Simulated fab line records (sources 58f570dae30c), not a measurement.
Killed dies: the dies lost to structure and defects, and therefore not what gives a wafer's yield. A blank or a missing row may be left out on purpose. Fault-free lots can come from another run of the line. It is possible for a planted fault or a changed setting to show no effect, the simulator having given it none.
Which tool was responsible? ; flow berkeley cmos170 ; 7 lots, 21 wafers sampled, at 3 steps of a route of 331

== WHAT THE GAUGES SHOWED, per wafer ==
UCB170_NLDD_TW_MEAS_11.
lot;measured;on;NLDD_TW
L386;day 5 22:40;film metro-02;2293 2298 2303
L388;day 6 17:14;film metro-03;30 30 30
L393;day 7 15:41;film metro-02;2279 2285 2289
L401;day 9 15:56;film metro-01;2206 2193 2205
L403;day 10 05:59;film metro-03;2247 2238 2248
L406;day 10 18:15;film metro-03;2245 2240 2235
L407;day 11 02:46;film metro-01;2213 2219 2218

== WHAT TOOL EACH LOT RAN ON (gives the tool, then ch and the chambers of the sampled wafers, and finally the start) ==
lot;UCB170_PFIELD_STRIP_08;UCB170_NLDD_DEVELOP_05
L386;plasma asher-02 ch 0,1, day 4 03:22;litho track-01 ch 0, day 5 21:00
L388;plasma asher-02 ch 0,1, day 4 18:14;litho track-01 ch 0, day 6 16:00
L393;plasma asher-01 ch 0,1, day 5 16:01;litho track-02 ch 0, day 7 15:00
L401;plasma asher-02 ch 0, day 7 06:58;litho track-03 ch 0, day 9 15:00
L403;plasma asher-03 ch 0,1, day 8 02:58;litho track-01 ch 0, day 10 05:00
L406;plasma asher-03 ch 0,1, day 8 22:43;litho track-01 ch 0, day 10 17:00
L407;plasma asher-03 ch 0,1, day 9 04:05;litho track-03 ch 0, day 11 02:00
- UCB170_PFIELD_STRIP_08: strips in O2.
- UCB170_NLDD_DEVELOP_05: develop time 45 s.

== THE ANSWER, worked out from the rows above alone ==
Rule: what is usual is taken from the lots themselves. Put in order of their means at a reading, lots are off if they are a third of the lots or fewer, leave a main group of 4 or more, and stand apart from it by a gap of 3 or more times the standard deviation of the main group's means; of several such gaps the widest counts. A main group whose means are all the same, to the digits that the tables above print for the reading, isn't used. A lot without any number at a reading at which 4 lots or more have one is off too. Where the step has rows for the other lots, those lots are counted as sound.
Off: L388, seen at UCB170_NLDD_TW_MEAS_11 (NLDD_TW). For the main group the mean is 2247 and the standard deviation 34.
If a tool, at a process step before that reading, ran all the lots that are off and no sound lot after the first of them, it fits. Those tools and the gauges at UCB170_NLDD_TW_MEAS_11 are tried in the same way. Of those tried, none fits.

== WHAT THE SIMULATOR HAD INSERTED ==
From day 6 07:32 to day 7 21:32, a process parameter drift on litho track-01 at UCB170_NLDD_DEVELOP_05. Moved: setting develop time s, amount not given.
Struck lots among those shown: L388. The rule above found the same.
